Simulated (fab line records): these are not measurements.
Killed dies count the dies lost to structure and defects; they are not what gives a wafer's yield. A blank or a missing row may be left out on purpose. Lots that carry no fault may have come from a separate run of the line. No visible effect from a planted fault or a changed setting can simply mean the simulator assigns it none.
Lot-split experiment :: flow berkeley_cmos170 :: 23 wafers read from 5 lots, route of 331 steps

ON THE SPLIT
At UCB170_M1_SPUTTER_00 (material Al, target thk 600 nm, time 80 s), the setting time_s was moved away from the recipe's 80 s on 9 of the 23 wafers read, by -7.2% to +8.9%. All remaining wafers had this setting at the recipe value.

FROM THE SPLIT TO THE READING: what the file shows between them, 1 step
- UCB170_M1_RS_MEAS_01: measures by four-point-probe

THE READING
M1_AL_THK, in nm, at UCB170_M1_THK_MEAS_02 (measures by xrf). On this fab line, fault-free wafers typically give 595 nm with a standard deviation of 10 nm.

wafer: L074.1
tool, chamber at the split: pvd_sputter-04, -
time_s as run, s: 76.38
against the recipe: -4.5%
M1_AL_THK, nm: 564
against lot-mates on the recipe: -24

wafer: L074.2
tool, chamber at the split: pvd_sputter-04, -
time_s as run, s: 76.38
against the recipe: -4.5%
M1_AL_THK, nm: 560
against lot-mates on the recipe: -28

wafer: L074.3
tool, chamber at the split: pvd_sputter-04, -
time_s as run, s: 80
against the recipe: recipe
M1_AL_THK, nm: 580
against lot-mates on the recipe: -

wafer: L074.4
tool, chamber at the split: pvd_sputter-04, -
time_s as run, s: 80
against the recipe: recipe
M1_AL_THK, nm: 597
against lot-mates on the recipe: -

wafer: L074.6
tool, chamber at the split: pvd_sputter-04, -
time_s as run, s: 76.38
against the recipe: -4.5%
M1_AL_THK, nm: 551
against lot-mates on the recipe: -38

wafer: L075.2
tool, chamber at the split: pvd_sputter-02, -
time_s as run, s: 80
against the recipe: recipe
M1_AL_THK, nm: 604
against lot-mates on the recipe: -

wafer: L075.4
tool, chamber at the split: pvd_sputter-02, -
time_s as run, s: 80
against the recipe: recipe
M1_AL_THK, nm: 595
against lot-mates on the recipe: -

wafer: L075.5
tool, chamber at the split: pvd_sputter-02, -
time_s as run, s: 80
against the recipe: recipe
M1_AL_THK, nm: 599
against lot-mates on the recipe: -

wafer: L080.1
tool, chamber at the split: pvd_sputter-04, -
time_s as run, s: 80
against the recipe: recipe
M1_AL_THK, nm: 602
against lot-mates on the recipe: -

wafer: L080.3
tool, chamber at the split: pvd_sputter-04, -
time_s as run, s: 80
against the recipe: recipe
M1_AL_THK, nm: 621
against lot-mates on the recipe: -

wafer: L080.4
tool, chamber at the split: pvd_sputter-04, -
time_s as run, s: 80
against the recipe: recipe
M1_AL_THK, nm: 613
against lot-mates on the recipe: -

wafer: L080.5
tool, chamber at the split: pvd_sputter-04, -
time_s as run, s: 80
against the recipe: recipe
M1_AL_THK, nm: 607
against lot-mates on the recipe: -

wafer: L080.6
tool, chamber at the split: pvd_sputter-04, -
time_s as run, s: 80
against the recipe: recipe
M1_AL_THK, nm: 620
against lot-mates on the recipe: -

wafer: L076.1
tool, chamber at the split: pvd_sputter-03, -
time_s as run, s: 80
against the recipe: recipe
M1_AL_THK, nm: 588
against lot-mates on the recipe: -

wafer: L076.2
tool, chamber at the split: pvd_sputter-03, -
time_s as run, s: 80
against the recipe: recipe
M1_AL_THK, nm: 585
against lot-mates on the recipe: -

wafer: L076.4
tool, chamber at the split: pvd_sputter-03, -
time_s as run, s: 74.25
against the recipe: -7.2%
M1_AL_THK, nm: 548
against lot-mates on the recipe: -38

wafer: L076.5
tool, chamber at the split: pvd_sputter-03, -
time_s as run, s: 74.25
against the recipe: -7.2%
M1_AL_THK, nm: 540
against lot-mates on the recipe: -46

wafer: L076.6
tool, chamber at the split: pvd_sputter-03, -
time_s as run, s: 74.25
against the recipe: -7.2%
M1_AL_THK, nm: 554
against lot-mates on the recipe: -32

wafer: L085.1
tool, chamber at the split: pvd_sputter-04, -
time_s as run, s: 87.08
against the recipe: +8.9%
M1_AL_THK, nm: 623
against lot-mates on the recipe: +36

wafer: L085.2
tool, chamber at the split: pvd_sputter-04, -
time_s as run, s: 87.08
against the recipe: +8.9%
M1_AL_THK, nm: 646
against lot-mates on the recipe: +59

wafer: L085.4
tool, chamber at the split: pvd_sputter-04, -
time_s as run, s: 80
against the recipe: recipe
M1_AL_THK, nm: 592
against lot-mates on the recipe: -

wafer: L085.5
tool, chamber at the split: pvd_sputter-04, -
time_s as run, s: 80
against the recipe: recipe
M1_AL_THK, nm: 582
against lot-mates on the recipe: -

wafer: L085.6
tool, chamber at the split: pvd_sputter-04, -
time_s as run, s: 87.08
against the recipe: +8.9%
M1_AL_THK, nm: 650
against lot-mates on the recipe: +63

THE FIT
A straight line over all 23 wafers: M1_AL_THK changes by +6 nm for each +1% of time_s; r = +0.90; the points scatter about the line by 13 nm.
The same after taking each lot's own level away (the mean of its wafers on the recipe; 23 wafers): +5.88 nm for each +1%; r = +0.96; scatter 7.5 nm.
On that fit, the largest move of time_s shifts the reading by 52 nm.
The span of the lots' own levels, 586.5 to 612.6 nm, comes to 2.6 times the standard deviation stated above.
The two slopes are in agreement: the lot-to-lot level therefore moves the slope only a little.
Check: for one of the wafers moved furthest among these (+8.9%), held out of the fit, the line's prediction against its lot-mates is +56.9 nm. Against them it came out at +36 nm.

OTHER SPLITS APPLIED TO THESE WAFERS
These wafers also went through other splits before the reading. Each is held against what the fit with the lots' levels taken away leaves over:
other split on the same wafers: UCB170_SILICIDE_SPUTTER_01 time_s
wafers away from the commonest value: 5
r with M1_AL_THK (lot level and that fit taken away): -0.15

other split on the same wafers: UCB170_CONTACT_EXPOSE_12 dose_mj
wafers away from the commonest value: 11
r with M1_AL_THK (lot level and that fit taken away): -0.40

THE WHOLE CHAIN: every reading that the file lists as answering this split, in the file's order
step: UCB170_M1_SPUTTER_00
what it does: material Al, target thk 600 nm, time 80 s
reading: Al_of_M1_SPUTTER_00.thk_nm (the simulator's own value, which no gauge read)
change (the file's fit): +6.01 nm for each +1% of the setting
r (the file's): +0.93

step: UCB170_M1_RS_MEAS_01
what it does: measures by four-point-probe
reading: M1_AL_RS
change (the file's fit): -0.000495 for each +1% of the setting
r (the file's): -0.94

step: UCB170_M1_THK_MEAS_02
what it does: measures by xrf
reading: M1_AL_THK
change (the file's fit): +5.87 for each +1% of the setting
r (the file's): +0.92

FILE'S OWN FIT
M1_AL_THK changes by +5.87 nm for each +1% of time_s, r = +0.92.
